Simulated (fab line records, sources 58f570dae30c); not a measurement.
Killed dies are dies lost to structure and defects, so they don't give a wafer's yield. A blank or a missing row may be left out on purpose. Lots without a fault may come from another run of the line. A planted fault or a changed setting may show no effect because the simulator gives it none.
Chamber matching | flow berkeley_cmos170 | UCB170_GATE_ETCH_15 on rie_si-02: 4 sister chambers
The step etches poly-Si in HBr/Cl2, stops on SiO2, time 56.3 s, target depth 278.2 nm. 4 wafers are shown with their chamber, then 8 later ones without.

WAFERS WITH THEIR CHAMBER
wafer  | chamber | throttle_valve_pct (%)
L348.4 | 1       | 26.18
L363.2 | 0       | 26.55
L363.4 | 3       | 26.62
L365.4 | 2       | 26.06

WAFERS WITHOUT THEIR CHAMBER
wafer  | throttle_valve_pct (%)
L365.5 | 26.08
L365.6 | 26.62
L369.2 | 26.19
L369.3 | 26.62
L369.4 | 26.08
L368.1 | 26.64
L368.3 | 26.19
L368.5 | 26.62

WHICH CHAMBER EACH WENT THROUGH
wafer  | from the rows above | in truth
L365.5 | 2                   | 2
L365.6 | 3                   | 3
L369.2 | 1                   | 1
L369.3 | 3                   | 3
L369.4 | 2                   | 2
L368.1 | 3                   | 3
L368.3 | 1                   | 1
L368.5 | 3                   | 3
Placed correctly: 8 of 8. Can't be placed from these rows: 0. Placed wrongly: 0.
How it was worked out, from the rows above alone: a wafer's distance from a chamber is the root of the sum, over the readings, of the square of ((its reading less the chamber's mean) divided by the reading's scatter). The wafer belongs to the nearest chamber; if the next one is less than 2 further off, it can't be placed. A chamber's mean is the mean of its shown wafers. The scatter: with one shown wafer a chamber, the root of the mean of the squares of how far each hidden wafer lies from its nearest shown one.
